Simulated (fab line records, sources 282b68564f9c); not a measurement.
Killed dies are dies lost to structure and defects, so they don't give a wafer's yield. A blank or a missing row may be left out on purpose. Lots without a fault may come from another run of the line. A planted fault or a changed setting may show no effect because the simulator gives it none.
One fault seen from 2 desks | flow rit_cmos | each desk has only its own numbers; what lay behind them comes last

THE METROLOGY DESK
What the gauges read, lot by lot, whatever tool the lot ran on: means of the sampled wafers that have a number. A lot is out of limits, marked OUT, if its mean lies more than 4 standard deviations from the usual mean; the brackets give that distance.
Columns: A = PLDD_TW at RIT_PLDD_TW_MEAS_10, usual 2345; B = PLDD_RS at RIT_SDANNEAL_RS_MEAS_06, usual 178.6 ohm/sq
lot  | first seen here | A               | B
L999 | day 3 01:08     | 2361            | 177.6
L101 | day 3 11:02     | 2362            | 178.7
L102 | day 3 14:56     | 2341            | 178.3
L103 | day 3 19:58     | 2351            | 179.0
L104 | day 4 01:41     | 2378            | 178.8
L108 | day 4 21:11     | 2352            | 178.8
L109 | day 5 01:39     | 2377            | 177.9
L110 | day 5 08:50     | 2318            | 178.9
L114 | day 6 03:04     | 2313            | 178.4
L117 | day 6 18:05     | 2320            | 180.2
L118 | day 7 00:01     | 2315            | 179.2
L119 | day 7 04:40     | 2533 (+8.2) OUT | 163.6 (-28) OUT
L120 | day 7 11:25     | 2537 (+8.4) OUT | 163.4 (-29) OUT
L121 | day 7 15:39     | 2325            | 178.5
This desk's finding: out of limits on L119, L120; first on L119, day 7 04:40 (PLDD_TW at RIT_PLDD_TW_MEAS_10). In limits: L999, L101, L102, L103, L104, L108, L109, L110, L114, L117, L118, L121.

THE TOOL OWNER'S DESK: implanter-02
The tool's own readings at RIT_PLDD_IMPLANT_08: means of the sampled wafers that have a number, for each lot that ran on this tool. A lot is out of limits, marked OUT, if its mean lies more than 4 standard deviations from the usual mean; the brackets give that distance.
Columns: A = beam_energy_keV at RIT_PLDD_IMPLANT_08, usual 20.000; B = dose_ions_cm2 at RIT_PLDD_IMPLANT_08, usual 9e+14; C = faraday_current_uA at RIT_PLDD_IMPLANT_08, usual 2825
lot  | first seen here | A                        | B     | C
L999 | day 3 00:48     | 19.993                   | 9e+14 | 2852
L108 | day 4 20:52     | 20.007                   | 9e+14 | 2805
L109 | day 5 01:20     | 20.011                   | 9e+14 | 2873
L114 | day 6 02:45     | 19.999                   | 9e+14 | 2838
L119 | day 7 04:21     | 25.999 (+99 or more) OUT | 9e+14 | 2805
L120 | day 7 11:05     | 25.998 (+99 or more) OUT | 9e+14 | 2830
This desk's finding: out of limits on L119, L120; first on L119, day 7 04:21 (beam_energy_keV at RIT_PLDD_IMPLANT_08). In limits: L999, L108, L109, L114.

PUT TOGETHER
The tool owner's desk could have raised an alarm at day 7 04:21, on L119, L120.
The metrology desk could have raised an alarm at day 7 04:40, on L119, L120.
Of the lots named, all ran RIT_PLDD_IMPLANT_08 on implanter-02.

WHAT THE SIMULATOR HAD PUT IN
Process parameter drift: implanter-02, from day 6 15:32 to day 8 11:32, at RIT_PLDD_IMPLANT_08. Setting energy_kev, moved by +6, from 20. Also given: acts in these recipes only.
Lots struck among those shown: L119, L120.
Hours from the fault's start to each desk's first reading out of limits: the tool owner's desk, 13; the metrology desk, 13.
